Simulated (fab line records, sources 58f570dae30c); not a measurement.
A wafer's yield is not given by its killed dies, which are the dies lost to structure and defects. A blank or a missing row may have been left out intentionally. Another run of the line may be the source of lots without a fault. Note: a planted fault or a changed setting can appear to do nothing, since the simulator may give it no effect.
A struck lot beside a sound one || flow berkeley cmos170 || 15 steps out of a route of 331
Sound: the wafers L731.1, L731.2, L731.5. Wafers L740.2, L740.4, L740.5 were the ones struck. At the end, the cause is stated.
Per side, at each step with rows, come the tool, then ch with its chambers, and then its first start. Under that, the readings that differ: sound wafers || struck wafers || difference of the means || sigmas: that difference in standard deviations of wafers without a fault.
alike: readings with means less than 2 such deviations apart, plus words and numbers identical on both sides. not compared: withheld readings, readings lacking a value on some wafer, bounds such as >300 that could conceal the same value, and numbers that have no deviation in the record and whose values overlap.
The two part at a step that has a row with sigmas, a row that says differs or no value, or rows on one side only. Numbers that don't overlap but have no deviation are shown without sigmas and don't part them. Lack of a reading on every wafer of one side parts them only where that side has two or more wafers.

UCB170_START_BOW_MEAS_00:
  struck on film metro-02, day 4 13:01; sound on film metro-02, day 2 16:00
  alike: INCOMING_BOW
then, 2 steps without rows for these wafers: UCB170_START_CLEAN_01 (cleans in dHF, time 60 s); UCB170_START_OXIDATION_02 (target thk 20 nm, ox time 1800 s).
UCB170_START_THK_MEAS_03:
  struck on film metro-02, day 4 18:27; sound on film metro-03, day 3 02:38
  alike: START_OXIDE_THK
then, 7 steps without rows for these wafers: UCB170_START_ANNEAL_04 (time 1200 s); UCB170_ZERO_HMDS_00 (prime time 60 s); UCB170_ZERO_COAT_01 (resist thk 900 nm); UCB170_ZERO_SOFTBAKE_02 (time 60 s); UCB170_ZERO_EXPOSE_03 (exposes mask PM MARKS, target cd 4000 nm); UCB170_ZERO_PEB_04; UCB170_ZERO_DEVELOP_05 (develop time 45 s).
UCB170_ZERO_ETCH_06: etches SiO2 in CHF3/CF4/Ar, time 12 s.
  sound on rie diel-03 ch 0,1,2, day 3 15:06; struck on rie diel-02 ch 2,3, day 4 23:20
  alike: chamber pressure mTorr, drypump motor current A, oes product au, throttle valve pct
  not compared: rf hours counter h
UCB170_ZERO_STRIP_07: strips in O2.
  sound on plasma asher-02 ch 0,1, day 3 15:07; struck on plasma asher-01 ch 0, day 4 23:24
{"reading": "o2 flow sccm (sccm)", "sound": "399.4 400.0 398.9", "struck": "200.3 199.1 200.5", "difference": -199.5, "sigmas": "-99 or more"}
{"reading": "oes product au (a.u.)", "sound": "0.732 0.725 0.732", "struck": "0.672 0.661 0.671", "difference": -0.062, "sigmas": -13}
{"reading": "strip time to endpoint s (s)", "sound": "21.44 21.49 21.49", "struck": "24.71 24.74 24.67", "difference": "+3.23", "sigmas": "+58"}
  alike: chamber pressure mTorr, drypump motor current A
  not compared: rf hours counter h
then, 2 steps without rows for these wafers: UCB170_NWELL_WET_ETCH_00 (etches SiO2 in dHF, time 200 s); UCB170_M3_PROBE_99.

WHERE THEY PART
Within this record, at UCB170_ZERO_STRIP_07 only.

WHY: whatever the simulator had introduced
plasma asher-01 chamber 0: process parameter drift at UCB170_ZERO_STRIP_07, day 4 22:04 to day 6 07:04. The setting o2 flow sccm was moved by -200, starting from 400. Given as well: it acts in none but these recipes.
